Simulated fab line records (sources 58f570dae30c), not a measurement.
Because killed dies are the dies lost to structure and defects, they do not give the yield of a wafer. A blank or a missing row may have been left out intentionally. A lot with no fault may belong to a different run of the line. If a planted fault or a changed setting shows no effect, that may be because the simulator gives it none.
Problem report in the 8D (eight disciplines) form, filled by code + flow berkeley-cmos170 + the parts of the form that need people (team, actions taken, sign-off) are left out

== 1. WHAT IS WRONG ==
Mean of run-length-s at UCB170_M2_SOFTBAKE_11: 97.93 s across 6 wafers in 2 lots; on wafers with no fault it is 89.30 s (standard deviation 0.2). That is +43 standard deviations from the usual mean.
The step: time 60 s.
The first sign was on wafer L583.2 at day 10 01:00, on litho-track-02. The record has a number at this step for 18 wafers belonging to 6 lots. The rule behind "out" and "out of limits": a value lying over 4 standard deviations away from the usual mean. All remaining wafers that have a number are taken as sound.

== 2. WHAT IT IS, WHAT IT ISN'T ==
| question                    | is                     | is not                                                                   |
|-----------------------------|------------------------|--------------------------------------------------------------------------|
| which readings at this step | run-length-s           | chill-plate-temp-C                                                       |
| which lots                  | L583, L584             | L577, L582, L587, L589                                                   |
| which wafers of those lots  | all that have a number | -                                                                        |
| read on which tools         | litho-track-02         | litho-track-01, litho-track-04                                           |
| when                        | from day 10 01:00      | up to then (6 sound wafers); but 6 sound wafers of L587, L589 came after |

== 3. WHAT RULES OUT EACH SUSPECT ==
Counting: a tool stays on the suspect list if, at a process step up to the reading, it processed all lots that are out and no sound lot following the first of them.
- plasma-asher-02 at UCB170_M2_STRIP_07 (strips in O2): kept. It ran every lot that is out, first L583 (day 10 00:55), and no sound lot after that.
- litho-track-02 at UCB170_M2_SOFTBAKE_11 (time 60 s): kept. It ran every lot that is out, first L583 (day 10 01:00), and no sound lot after that; its last sound lot up to then is L582 (day 9 05:00). On those wafers its own readings are out: run-length-s.
After counting, plasma-asher-02 at UCB170_M2_STRIP_07 and litho-track-02 at UCB170_M2_SOFTBAKE_11 remain.

== 4. THE CAUSE (what the simulator had put in) ==
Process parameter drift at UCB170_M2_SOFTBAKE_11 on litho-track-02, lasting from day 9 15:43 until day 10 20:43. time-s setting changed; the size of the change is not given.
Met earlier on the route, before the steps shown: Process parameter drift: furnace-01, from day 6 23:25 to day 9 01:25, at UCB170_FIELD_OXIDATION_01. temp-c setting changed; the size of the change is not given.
Counting left 2 suspects, and this tool is among them.

== 5. SEQUENCE OF EFFECTS, ordered by route ==
Rows list readings where the struck wafers' mean (over those with a number) sits beyond 3 standard deviations from the usual. Only readings whose record carries a usual standard deviation are examined. hours: median over the lots of the time between each lot's start at the first step of this table that gives one and its start at this step. sigmas: the change, counted in usual standard deviations.
| hours | step                  | reading      | usual   | on struck wafers | change | sigmas |
|-------|-----------------------|--------------|---------|------------------|--------|--------|
| 0     | UCB170_M2_SOFTBAKE_11 | run-length-s | 89.30 s | 97.93            | +8.63  | +43    |
The process steps in it:
- UCB170_M2_SOFTBAKE_11: time 60 s.

== 6. WHAT WOULD HAVE CAUGHT IT SOONER ==
In this record no reading fell out of limits until day 10 01:00, 9 hours after the fault had begun at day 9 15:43.
